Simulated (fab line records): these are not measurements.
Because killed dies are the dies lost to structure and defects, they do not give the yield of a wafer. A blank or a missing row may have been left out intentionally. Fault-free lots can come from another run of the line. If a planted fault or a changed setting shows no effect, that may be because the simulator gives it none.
The same fault as seen by 2 desks | flow berkeleyCmos170 | every desk sees just its own numbers, and what lay behind them comes last

## AT THE METROLOGY DESK
Lot by lot, what the gauges showed, no matter which tool ran the lot: averages of those sampled wafers that carry a number. Marked OUT: a lot whose mean sits more than 4 standard deviations from the usual mean, which makes it out of limits; the brackets give that distance.
Columns: A = START_OXIDE_THK at UCB170_START_THK_MEAS_03, usual 20.1 nm; B = NWELL_TW at UCB170_NWELL_TW_MEAS_16, usual 1243; C = cdNm at UCB170_GATE_CD_MEAS_12, usual 350.4 nm; D = cdNm at UCB170_NSD_CD_MEAS_06, usual 1199.6 nm
lot  | first seen here | A    | B    | C     | D
L694 | day 1 13:31     | 20.3 | 1238 | 352.0 | 1197.9
L695 | day 1 19:01     | 19.3 | 1234 | 350.1 | 1199.2
L696 | day 1 23:11     | 20.4 | 1247 | 349.7 | 1199.5
L697 | day 2 04:16     | 19.8 | 1263 | 348.9 | 1196.8
L698 | day 2 11:30     | 20.2 | 1245 | 349.5 | 1201.7
L700 | day 2 22:45     | 20.1 | 1246 | 349.5 | 1200.9
L701 | day 3 01:16     | 20.1 | 1231 | 348.9 | 1199.6
L704 | day 3 17:31     | 19.6 | 1234 | 352.1 | 1201.4
L705 | day 3 22:41     | 20.2 | 1244 | 352.1 | 1199.3
L706 | day 4 05:37     | 19.8 | 1249 | 354.9 | 1198.7
L707 | day 4 05:37     | 20.1 | 1249 | 353.8 | 1197.2
L712 | day 5 07:58     | 20.3 | 1241 | 351.1 | 1201.9
L715 | day 6 00:00     | 19.8 | 1251 | 348.5 | 1198.8
L716 | day 6 07:07     | 20.4 | 1247 | 351.8 | 1199.9
Finding of this desk: none of the 14 lots has anything out of limits.

## THE TOOL OWNER'S DESK: lithoTrack-03
At UCB170_GATE_SOFTBAKE_08 (time 60 s), the tool's own readings, given per lot that ran on this tool as the mean of the sampled wafers with a number. Marked OUT: a lot whose mean sits more than 4 standard deviations from the usual mean, which makes it out of limits; the brackets give that distance.
Columns: A = heaterPowerTotalW at UCB170_GATE_SOFTBAKE_08, usual 56.80 W; B = runLengthS at UCB170_GATE_SOFTBAKE_08, usual 89.29 s
lot  | first seen here | A                       | B
L696 | day 6 12:00     | 56.78                   | 89.46
L697 | day 6 18:00     | 56.79                   | 89.50
L700 | day 7 07:00     | 56.75                   | 89.60
L705 | day 8 08:00     | 56.78                   | 89.53
L706 | day 8 08:00     | 62.75 (+99 or more) OUT | 71.47 (-99) OUT
L707 | day 8 20:00     | 62.78 (+99 or more) OUT | 71.48 (-99) OUT
Finding of this desk: L706, L707 out of limits; the first was L706 at day 8 08:00, on heaterPowerTotalW at UCB170_GATE_SOFTBAKE_08. L696, L697, L700, L705: within limits.

## TAKEN TOGETHER
The tool owner's desk had the chance to raise an alarm at day 8 08:00 on L706, L707.
At the metrology desk, nothing out of limits was observed.
The metrology desk holds a record of L706, L707, inside its limits.
Every lot named ran UCB170_GATE_SOFTBAKE_08 on lithoTrack-03.

## WHAT THE SIMULATOR HAD INSERTED
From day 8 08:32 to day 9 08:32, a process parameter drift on lithoTrack-03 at UCB170_GATE_SOFTBAKE_08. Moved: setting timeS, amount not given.
Lots struck among those shown: L706, L707.
